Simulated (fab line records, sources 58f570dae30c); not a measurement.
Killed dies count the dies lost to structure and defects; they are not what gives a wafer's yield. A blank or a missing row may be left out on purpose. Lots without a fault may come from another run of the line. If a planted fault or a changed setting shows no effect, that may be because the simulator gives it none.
fab line records	flow berkeleyCmos170
record lots=14	wafers=42	lastDay=12
route steps=331 shown PSD@184 CONTACT@224
lots untouched by any fault: they come from a run of this same line in which no faults occurred
startH: hours from the record's first day to the start of the lot's first wafer shown	waitH: hours from the lot's prior step to this one	" as in the row above	L1.1+2: a single row standing in for several wafers	- value missing, or start not given	* or withheld: withheld	< > ~ a bound
route shown NAME@n: NAME is a module with steps in the file, n the number in the route of the first one	usual: mean/standard deviation taken from wafers without a fault	same: alike in all rows	chamber/n: place in a boat	sites: per-site readings	_std_site: standard deviation of those values	_edge_site: inner sites' mean taken away from outer sites' mean	radiusMm: for every site, how far away it sits from the centre of the wafer	mask NAME#n: copy n	behind: the last tool/chamber to shape the wafer	hold: why the lot was held/for how many hours/how that ended	device: which transistor (n, p or np) failed to switch	end of line: at the end of the route, the tests of the same wafers	for a step that has no rows: nothing shown but its recipe	killed: at the first sort, the dies lost to defects and structure; wafer yield is something else	map: dies across one wafer; x = killed, . = not, _ = none there
set.NAME: the setting that was run; set.NAME@STEP: the one run at that earlier step	model.NAME: the simulator's own value behind a step, which no gauge read
one table for each step of the route and one row for each wafer, over a sample of lots
services: a tool's chamber out of use, with start hour (startH, from the record's first day; less than 0 if before it), hours out, and reason
## steps
# step UCB170_PSD_STRIP_09
# recipe chemistry=O2	powerW=400	pressureMtorr=3500	platenTempC=withheld	o2FlowSccm=400	overashFraction=0.5
# usual drypumpMotorCurrentA=5.6/0.5	oesProductAu=0.600/0.0047	stripTimeToEndpointS=29.39/0.066
lot.wafer	tool	chamber	startH	waitH	drypumpMotorCurrentA	oesProductAu	rfHoursCounterH	stripTimeToEndpointS
L736.2	plasmaAsher-01	1	138.76	0.1	6.1	0.591	42	29.47
L736.3	"	1	"	"	6.2	0.599	-	29.45
L736.4	"	0	"	"	5.7	0.600	-	29.39
L738.1	plasmaAsher-04	0	147.32	0.1	4.6	0.598	44	29.45
L738.3	"	0	"	"	4.6	0.603	-	29.49
L738.5	"	1	"	"	5.3	0.597	-	29.55
L737.2	plasmaAsher-01	0	147.68	0.1	5.7	0.603	43	29.54
L737.4	"	0	"	"	5.7	0.603	-	29.44
L737.6	"	1	"	"	6.1	0.598	-	29.38
L741.2	plasmaAsher-03	1	163.59	0.1	5.6	0.599	37	29.35
L741.3	"	1	"	"	5.6	0.604	-	29.34
L741.6	"	1	"	"	5.6	0.598	-	29.33
L739.1	plasmaAsher-01	0	163.80	0.1	5.7	0.604	45	29.54
L739.4	"	0	"	"	5.7	0.603	-	29.53
L739.6	"	0	"	"	5.7	0.601	-	29.41
L744.3	plasmaAsher-04	0	184.13	0.1	4.6	0.601	-	29.31
L744.4	"	1	"	"	5.3	0.600	-	29.38
L744.5	"	0	"	"	4.6	0.598	-	29.30
L749.3	plasmaAsher-03	1	199.46	0.1	5.6	0.593	-	29.35
L749.5	"	0	"	"	6.1	0.592	-	29.37
L749.6	"	1	"	"	5.6	0.602	-	29.24
L746.3	plasmaAsher-04	1	199.70	0.1	5.2	0.601	-	29.43
L746.4	"	0	"	"	4.6	0.597	-	29.48
L746.5	"	0	"	"	4.6	0.599	-	29.41
L747.2	plasmaAsher-03	1	199.79	0.1	5.6	0.593	42	29.32
L747.4	"	1	"	"	5.6	0.596	-	29.28
L747.5	"	0	"	"	6.1	0.601	-	29.32
L752.3	plasmaAsher-03	0	215.77	0.1	6.1	0.598	-	29.35
L752.5	"	0	"	"	6.1	0.610	-	29.39
L752.6	"	1	"	"	5.6	0.599	-	29.35
L755.3	plasmaAsher-04	1	237.98	0.1	5.3	0.597	-	29.37
L755.4	"	0	"	"	4.7	0.605	-	29.37
L755.6	"	1	"	"	5.3	0.597	-	29.36
L757.2	plasmaAsher-01	0	238.94	0.1	5.7	0.603	53	29.36
L757.4	"	1	"	"	6.1	0.589	-	29.38
L757.5	"	1	"	"	6.1	0.600	-	29.34
L758.1	plasmaAsher-03	1	244.46	0.1	5.6	0.605	48	29.37
L758.2	"	0	"	"	6.1	0.596	48	29.40
L758.6	"	0	"	"	6.1	0.607	-	29.38
L759.1	plasmaAsher-01	0	248.31	0.1	5.6	0.604	54	29.34
L759.4	"	0	"	"	5.7	0.598	-	29.30
L759.6	"	1	"	"	6.1	0.594	-	29.38
# step UCB170_CONTACT_RTA_08
# recipe tempC=900	timeS=10	ambient=N2
# usual lampPowerPct=23.4/1.5	wafer_temp_C_max=904.5/1.3
lot.wafer	tool	chamber	startH	waitH	lampPowerPct	wafer_temp_C_max
L736.2	rtpAnneal-02	0	145.29	0.0	22.2	904.7
L736.3	"	0	"	"	22.2	905.9
L736.4	"	0	"	"	22.2	905.6
L738.1	rtpAnneal-02	0	158.86	0.0	22.2	903.7
L738.3	"	0	"	"	22.2	906.7
L738.5	"	0	"	"	22.2	905.2
L737.2	rtpAnneal-01	0	158.88	0.0	25.2	903.3
L737.4	"	0	"	"	25.2	902.9
L737.6	"	0	"	"	25.1	903.6
L739.1	rtpAnneal-01	0	176.27	0.0	25.2	903.3
L739.4	"	0	"	"	25.2	903.4
L739.6	"	0	"	"	25.2	904.5
L741.2	rtpAnneal-02	0	177.23	0.0	22.2	907.3
L741.3	"	0	"	"	22.2	906.9
L741.6	"	0	"	"	22.2	906.6
L744.3	rtpAnneal-02	0	192.87	0.0	22.2	905.6
L744.4	"	0	"	"	22.2	905.7
L744.5	"	0	"	"	22.2	904.5
L746.3	rtpAnneal-01	0	207.26	0.0	25.2	903.2
L746.4	"	0	"	"	25.2	901.6
L746.5	"	0	"	"	25.1	903.3
L749.3	rtpAnneal-02	0	207.32	0.0	22.2	903.9
L749.5	"	0	"	"	22.2	906.0
L749.6	"	0	"	"	22.2	904.2
L747.2	rtpAnneal-01	0	208.15	0.0	25.2	902.9
L747.4	"	0	"	"	25.2	901.9
L747.5	"	0	"	"	25.2	902.8
L752.3	rtpAnneal-01	0	225.43	0.0	25.2	905.4
L752.5	"	0	"	"	25.1	902.3
L752.6	"	0	"	"	25.2	904.1
L755.3	rtpAnneal-02	0	245.64	0.0	22.2	904.6
L755.4	"	0	"	"	22.2	905.3
L755.6	"	0	"	"	22.2	904.0
L757.2	rtpAnneal-02	0	249.69	0.0	22.2	906.1
L757.4	"	0	"	"	22.2	906.9
L757.5	"	0	"	"	22.2	904.2
L758.1	rtpAnneal-02	0	254.73	0.0	22.2	905.0
L758.2	"	0	"	"	22.2	905.3
L758.6	"	0	"	"	22.2	906.3
L759.1	rtpAnneal-02	0	257.17	0.0	22.2	906.0
L759.4	"	0	"	"	22.2	906.9
L759.6	"	0	"	"	22.2	905.5
# step UCB170_CONTACT_CD_MEAS_15
# recipe targetCdNm=700
# usual cdNm=700.0/1.3
lot.wafer	tool	chamber	startH	waitH	cdNm
L736.2	cdSem-02	-	146.28	-	699.5
L736.3	"	-	"	"	699.0
L736.4	"	-	"	"	699.6
L738.1	cdSem-01	-	160.70	-	700.1
L738.3	"	-	"	"	700.1
L738.5	"	-	"	"	700.8
L737.2	cdSem-01	-	161.13	-	699.3
L737.4	"	-	"	"	699.9
L737.6	"	-	"	"	697.8
L739.1	cdSem-01	-	177.50	-	701.1
L739.4	"	-	"	"	699.7
L739.6	"	-	"	"	700.5
L741.2	cdSem-02	-	178.52	-	699.9
L741.3	"	-	"	"	700.5
L741.6	"	-	"	"	700.0
L744.3	cdSem-01	-	193.79	-	700.5
L744.4	"	-	"	"	699.7
L744.5	"	-	"	"	699.2
L746.3	cdSem-01	-	208.50	-	702.9
L746.4	"	-	"	"	703.4
L746.5	"	-	"	"	703.4
L749.3	cdSem-01	-	209.04	-	697.8
L749.5	"	-	"	"	700.9
L749.6	"	-	"	"	699.7
L747.2	cdSem-01	-	209.63	-	700.7
L747.4	"	-	"	"	702.4
L747.5	"	-	"	"	701.5
L752.3	cdSem-01	-	227.14	-	700.7
L752.5	"	-	"	"	699.6
L752.6	"	-	"	"	700.0
L755.3	cdSem-01	-	246.98	-	701.0
L755.4	"	-	"	"	701.6
L755.6	"	-	"	"	700.2
L757.2	cdSem-02	-	251.79	-	698.8
L757.4	"	-	"	"	697.9
L757.5	"	-	"	"	697.9
L758.1	cdSem-02	-	255.71	-	699.6
L758.2	"	-	"	"	700.5
L758.6	"	-	"	"	699.2
L759.1	cdSem-02	-	258.08	-	698.3
L759.4	"	-	"	"	698.3
L759.6	"	-	"	"	696.9
# step UCB170_CONTACT_ETCH_18
# recipe chemistry=CHF3/CF4/Ar	target=PSG	stopOn=TiSi2	CHF3_flow_sccm=45	cf4FlowSccm=15	Ar_flow_sccm=150	pressureMtorr=200	rfW=700	targetDepthA=8400	overEtchFrac=0.2	timeS=195
# usual drypumpMotorCurrentA=6.0/0.46	oesProductAu=0.903/0.013	throttleValvePct=7.00/0.13
lot.wafer	tool	chamber	startH	waitH	drypumpMotorCurrentA	oesProductAu	rfHoursCounterH	throttleValvePct
L736.2	rieDiel-02	1	146	-	6.4	0.920	54	6.86
L736.3	"	2	"	"	6.1	0.912	41	7.19
L736.4	"	3	"	"	6.5	0.891	83	6.92
L738.1	rieDiel-02	3	160	-	6.5	0.896	84	6.94
L738.3	"	0	"	"	5.9	0.892	128	7.05
L738.5	"	0	"	"	5.9	0.898	-	7.04
L737.2	rieDiel-03	1	161	-	5.2	0.913	16	7.16
L737.4	"	1	"	"	5.2	0.912	-	7.17
L737.6	"	2	"	"	6.6	0.920	-	7.10
L739.1	rieDiel-03	0	177	-	6.3	0.923	150	7.07
L739.4	"	1	"	"	5.2	0.911	17	7.16
L739.6	"	1	"	"	5.2	0.916	-	7.18
L741.2	rieDiel-04	3	178	-	5.4	0.917	24	6.96
L741.3	"	2	"	"	6.5	0.890	126	7.02
L741.6	"	0	"	"	5.6	0.907	-	7.00
L744.3	rieDiel-04	3	193	-	5.4	0.904	25	6.95
L744.4	"	0	"	"	5.6	0.891	19	7.00
L744.5	"	1	194	-	5.6	0.876	-	6.93
L746.3	rieDiel-02	2	208	-	6.1	0.789	44	7.18
L746.4	"	1	"	"	6.4	0.790	57	6.86
L746.5	"	0	"	"	5.8	0.774	-	7.06
L749.3	rieDiel-04	0	209	-	5.6	0.905	20	6.99
L749.5	"	1	"	"	5.6	0.884	-	6.93
L749.6	"	2	"	"	6.6	0.885	-	7.04
L747.2	rieDiel-02	3	209	-	6.5	0.771	86	6.92
L747.4	"	2	"	"	6.1	0.791	44	7.19
L747.5	"	0	"	"	5.8	0.778	-	7.05
L752.3	rieDiel-03	3	227	-	6.1	0.913	115	6.68
L752.5	"	3	"	"	6.1	0.916	-	6.70
L752.6	"	2	"	"	6.6	0.911	-	7.10
L755.3	rieDiel-04	1	247	-	5.6	0.887	46	6.94
L755.4	"	2	"	"	6.5	0.896	130	7.03
L755.6	"	2	"	"	6.6	0.896	-	7.03
L757.2	rieDiel-04	2	251	-	6.6	0.875	131	7.03
L757.4	"	1	"	"	5.6	0.873	46	6.95
L757.5	"	3	252	-	5.4	0.916	-	6.96
L758.1	rieDiel-03	1	255	-	5.2	0.909	20	7.15
L758.2	"	0	"	"	6.3	0.895	3	7.06
L758.6	"	2	"	"	6.6	0.906	-	7.11
L759.1	rieDiel-03	0	258	-	6.3	0.885	3	7.06
L759.4	"	1	"	"	5.2	0.903	21	7.17
L759.6	"	3	"	"	6.1	0.905	-	6.69
## services
tool	chamber	startH	hours	kind
rieDiel-04	-	114.88	2.5	repair
rieDiel-03	2	127.06	6.4	repair
rtpAnneal-01	-	131.52	6.3	pm
rieDiel-03	3	138.22	5.9	repair
plasmaAsher-01	-	148.51	0.3	repair
rieDiel-03	2	149.25	5.5	repair
rieDiel-03	0	152.20	10.0	repair
plasmaAsher-04	-	174.07	3.2	repair
rieDiel-03	0	190.45	-	clean
rieDiel-03	0	190.45	11.7	scheduledDown
rieDiel-03	0	190.45	11.7	ventCycle
plasmaAsher-01	-	203.56	14.3	repair
rieDiel-03	-	207.88	3.7	repair
rieDiel-04	1	236.38	4.0	repair
rieDiel-03	1	240.79	5.6	repair
## key
firstSign step=UCB170_CONTACT_ETCH_18	reading=oesProductAu	direction=down	sigmas=9.1	usual=0.903	struck=0.782
effect none on later readings
metAt UCB170_CONTACT_ETCH_18
struckLots L746,L747
laterRowsLeftOut L746.3,L746.4,L746.5,L747.2,L747.4,L747.5
sortLeftOut L746.3,L746.4,L746.5,L747.2,L747.4,L747.5
testerLeftOut L746,L747
notActingAt UCB170_PSD_STRIP_09,UCB170_CONTACT_RTA_08,UCB170_CONTACT_CD_MEAS_15
onsetBetween 160 208
fault kind=processParameterDrift	tool=rieDiel-02	chamber=-	onsetH=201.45	steps=UCB170_CONTACT_ETCH_18	channel=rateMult	offset=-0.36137	shape=step	endH=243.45
# testerLeftOut: of these lots the tester's yield and bins aren't shown, on N5 and GAA mostly nor the transistor test; their killed dies are dies lost to structure and defects alone, not to doping, threshold or leakage, so they don't give the yield
# sortLeftOut: the simulated sort isn't trusted on such a fault, so these wafers' sort isn't shown, and their yield isn't known
# laterRowsLeftOut: the simulator's readings of these wafers behind a module that went badly wrong aren't trusted and aren't shown, but for the sort
